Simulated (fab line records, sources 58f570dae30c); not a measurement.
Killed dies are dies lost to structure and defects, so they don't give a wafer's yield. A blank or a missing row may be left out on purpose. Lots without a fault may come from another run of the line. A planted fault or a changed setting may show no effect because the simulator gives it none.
Which tool did it? | flow berkeley_cmos170 | 6 lots, 18 wafers sampled, at 2 steps of a route of 331

WHAT THE GAUGES READ, wafer by wafer
UCB170_GATE_CD_MEAS_12: target cd 350 nm.
lot  | measured     | on        | cd_nm (nm)
L952 | day 7 00:06  | cd_sem-02 | 348.9 348.1 348.5
L954 | day 7 00:15  | cd_sem-01 | 348.2 348.4 349.4
L966 | day 9 05:59  | cd_sem-02 | 349.6 352.4 351.1
L963 | day 9 06:56  | cd_sem-01 | 353.1 352.2 353.2
L968 | day 9 18:44  | cd_sem-01 | 350.1 350.0 350.0
L973 | day 11 01:27 | cd_sem-02 | 348.1 348.5 349.3

WHICH TOOL RAN EACH LOT (tool, then ch and the chambers of the sampled wafers, then the start)
lot  | UCB170_PVT_STRIP_08
L952 | plasma_asher-01 ch 0,1, day 6 13:04
L954 | plasma_asher-02 ch 0,1, day 6 14:05
L966 | plasma_asher-02 ch 0,1, day 8 08:38
L963 | plasma_asher-02 ch 0,1, day 8 10:01
L968 | plasma_asher-02 ch 0,1, day 9 04:06
L973 | plasma_asher-02 ch 0,1, day 10 16:17
- UCB170_PVT_STRIP_08: strips in O2.

THE ANSWER, worked out from the rows above alone
Rule: what is usual is taken from the lots themselves. Put in order of their means at a reading, lots are off if they are a third of the lots or fewer, leave a main group of 4 or more, and stand apart from it by a gap of 3 or more times the standard deviation of the main group's means; of several such gaps the widest counts. A main group whose means are all the same, to the digits that the tables above print for the reading, isn't used. A lot without any number at a reading at which 4 lots or more have one is off too. The other lots that the step has rows for count as sound.
No lot is off at any reading shown: from this, nothing can be told.

WHAT THE SIMULATOR HAD PUT IN
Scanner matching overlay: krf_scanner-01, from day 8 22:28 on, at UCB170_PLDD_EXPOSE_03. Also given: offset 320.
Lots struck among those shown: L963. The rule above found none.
